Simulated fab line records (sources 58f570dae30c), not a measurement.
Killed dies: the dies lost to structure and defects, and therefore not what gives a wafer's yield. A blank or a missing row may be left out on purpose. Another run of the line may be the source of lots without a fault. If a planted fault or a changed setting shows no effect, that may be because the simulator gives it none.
Lot-split experiment | flow berkeley_cmos170 | on a route of 331 steps: 5 lots, 23 wafers read

THE SPLIT
At UCB170_M1_SPUTTER_00 (material Al, target thk 600 nm, time 80 s), the setting power_w was moved away from the recipe's 6000 W on 11 of the 23 wafers read, by -10.0% to +5.5%. The other wafers ran this setting at the recipe's value.

THE PATH FROM SPLIT TO READING: the file shows 1 step between them
- UCB170_M1_RS_MEAS_01: measures by four-point-probe

THE READING
M1_AL_THK, in nm, at UCB170_M1_THK_MEAS_02 (measures by xrf). Fault-free wafers of this fab line usually give 594 nm, standard deviation 9.1 nm.

wafer  | tool, chamber at the split | power_w as run, W | against the recipe | M1_AL_THK, nm | against lot-mates on the recipe
L075.1 | pvd_sputter-02, -          | 5603              | -6.6%              | 553           | -35
L075.2 | pvd_sputter-02, -          | 6000              | recipe             | 590           | -
L075.3 | pvd_sputter-02, -          | 6000              | recipe             | 586           | -
L075.4 | pvd_sputter-02, -          | 6000              | recipe             | 587           | -
L075.6 | pvd_sputter-02, -          | 5603              | -6.6%              | 559           | -29
L078.1 | pvd_sputter-03, -          | 5410              | -9.8%              | 557           | -44
L078.2 | pvd_sputter-03, -          | 6000              | recipe             | 606           | -
L078.3 | pvd_sputter-03, -          | 6000              | recipe             | 595           | -
L078.4 | pvd_sputter-03, -          | 5410              | -9.8%              | 542           | -58
L078.6 | pvd_sputter-03, -          | 5410              | -9.8%              | 543           | -58
L080.2 | pvd_sputter-01, -          | 5398              | -10.0%             | 526           | -62
L080.3 | pvd_sputter-01, -          | 6000              | recipe             | 588           | -
L080.4 | pvd_sputter-01, -          | 5398              | -10.0%             | 532           | -56
L080.5 | pvd_sputter-01, -          | 5398              | -10.0%             | 526           | -62
L080.6 | pvd_sputter-01, -          | 6000              | recipe             | 587           | -
L082.1 | pvd_sputter-03, -          | 6000              | recipe             | 589           | -
L082.2 | pvd_sputter-03, -          | 6332              | +5.5%              | 618           | +26
L082.3 | pvd_sputter-03, -          | 6000              | recipe             | 596           | -
L082.4 | pvd_sputter-03, -          | 6332              | +5.5%              | 634           | +42
L082.6 | pvd_sputter-03, -          | 6332              | +5.5%              | 626           | +34
L081.1 | pvd_sputter-01, -          | 6000              | recipe             | 599           | -
L081.2 | pvd_sputter-01, -          | 6000              | recipe             | 606           | -
L081.3 | pvd_sputter-01, -          | 6000              | recipe             | 591           | -

FIT RESULTS
A straight line over all 23 wafers: M1_AL_THK changes by +5.68 nm for each +1% of power_w; r = +0.97; the points scatter about the line by 8.1 nm.
The same after taking each lot's own level away (the mean of its wafers on the recipe; 23 wafers): +5.68 nm for each +1%; r = +0.99; scatter 5.5 nm.
The reading moves by 57 nm for the largest change in power_w, on that fit.
Across the lots, their own levels run from 587.5 to 600.5 nm, a range of 1.4 times the standard deviation given above.
Hence the lot-to-lot level has little effect on the slope; both slopes agree.
Check: -55.3 nm against its lot-mates is what the line predicts for one of the wafers moved furthest among these (-10.0%) when that wafer is left out of the fit. It came out at -61.5 nm against them.

OTHER SPLITS ON THESE WAFERS
Before the reading, these wafers also passed through other splits. Each is held against what the fit with the lots' levels taken away leaves over:
other split on the same wafers     | wafers away from the commonest value | r with M1_AL_THK (lot level and that fit taken away)
UCB170_PSD_IMPLANT_08 dose_cm2     | 9                                    | +0.12
UCB170_NSD_PEB_04 peb_temp_c       | 8                                    | -0.02
UCB170_BACKSIDE_SOFTBAKE_02 time_s | 9                                    | -0.05
UCB170_CONTACT_EXPOSE_12 dose_mj   | 10                                   | +0.07

THE WHOLE CHAIN: every reading that the file lists as answering this split, in the file's order
step                  | what it does                              | reading                                                                     | change (the file's fit)              | r (the file's)
UCB170_M1_SPUTTER_00  | material Al, target thk 600 nm, time 80 s | Al_of_M1_SPUTTER_00.thk_nm (the simulator's own value, which no gauge read) | +5.61 nm for each +1% of the setting | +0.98
UCB170_M1_RS_MEAS_01  | measures by four-point-probe              | M1_AL_RS                                                                    | -0.0005 for each +1% of the setting  | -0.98
UCB170_M1_THK_MEAS_02 | measures by xrf                           | M1_AL_THK                                                                   | +5.56 for each +1% of the setting    | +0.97

THE FILE'S OWN FIT
M1_AL_THK changes by +5.56 nm for each +1% of power_w, r = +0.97.
